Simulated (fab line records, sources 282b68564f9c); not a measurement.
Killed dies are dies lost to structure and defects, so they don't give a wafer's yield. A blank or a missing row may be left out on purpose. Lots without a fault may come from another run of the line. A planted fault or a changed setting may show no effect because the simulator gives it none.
Problem report in the 8D (eight disciplines) form, filled by code | flow rit_cmos | the parts of the form that need people (team, actions taken, sign-off) are left out

1. THE PROBLEM
PSD_RS at RIT_SDANNEAL_RS_MEAS_04 reads a mean of 112.0 ohm/sq on 6 wafers of 2 lots; wafers without a fault read 115.9 ohm/sq with a standard deviation of 0.32. That is -12 standard deviations from the usual mean.
The step: measures by four-point-probe.
First seen on wafer L599.1, day 5 03:00, on film_metro-03. The record holds 42 wafers of 14 lots with a number at this step. Rule for "out", or "out of limits": more than 4 standard deviations from the usual mean. The other wafers with a number count as sound.

2. WHAT IT IS AND WHAT IT IS NOT
question                    | is                           | is not
which readings at this step | PSD_RS                       | -
which lots                  | L599, L600                   | L590, L591, L592, L593, L595, L597, L603, L608, L610, L611, L612, L613
which wafers of those lots  | all that have a number       | -
read on which gauges        | film_metro-01, film_metro-03 | film_metro-02
when                        | from day 5 03:00             | up to then (18 sound wafers); but 18 sound wafers of L603, L608, L610, L611, L612, L613 came after

3. SUSPECTS, AND WHAT RULES EACH OUT
Counting: a tool at a process step up to the reading stays a suspect if it ran every lot that is out and no sound lot after the first of them.
- the gauge at RIT_SDANNEAL_RS_MEAS_04: ruled out. The wafers that are out were read on 2 gauges (film_metro-01, film_metro-03).
- implanter-02 at RIT_PSD_IMPLANT_08: kept. It ran every lot that is out, first L599 (day 5 02:08), and no sound lot after that; its last sound lot up to then is L597 (day 4 13:41). Its own readings are out on those wafers: beam_on_s, dose_ions_cm2.
Left after counting: implanter-02 at RIT_PSD_IMPLANT_08.

4. THE CAUSE (what the simulator had put in)
Process parameter drift: implanter-02, from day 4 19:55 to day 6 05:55, at RIT_PSD_IMPLANT_08. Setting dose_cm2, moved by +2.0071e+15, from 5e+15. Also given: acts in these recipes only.
Counting left only this tool.

5. THE CHAIN OF EFFECTS, in route order
Each row: a reading whose mean over the struck wafers that have a number lies more than 3 standard deviations from the usual. Only readings for which the record gives a usual standard deviation are gone through. hours: the time from each lot's start at the first step in this table that gives one to its start at this step, as a median over the lots. sigmas: the change in usual standard deviations.
hours | step                    | reading       | usual        | on struck wafers | change | sigmas
0     | RIT_PSD_IMPLANT_08      | beam_on_s     | 11.9 s       | 16.8             | +4.9   | +7.7
0     | RIT_PSD_IMPLANT_08      | dose_ions_cm2 | 5e+15        | 7e+15            | +2e+15 | +99 or more
1     | RIT_SDANNEAL_RS_MEAS_04 | PSD_RS        | 115.9 ohm/sq | 112.0            | -3.9   | -12
The process steps in it:
- RIT_PSD_IMPLANT_08

6. WHAT WOULD HAVE CAUGHT IT SOONER
In this record the first reading out of limits at a measuring or inspecting step was taken at day 5 03:00, 7 hours after the fault began at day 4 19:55.
The tool's own readings at RIT_PSD_IMPLANT_08 were out on every struck wafer that the step has a row for (beam_on_s, dose_ions_cm2): an alarm limit on them would have fired on the first of those.
Of the lots that are out (2), L600 began RIT_PSD_IMPLANT_08 on implanter-02 after day 5 03:00. A hold on the tool at that time would have spared it.
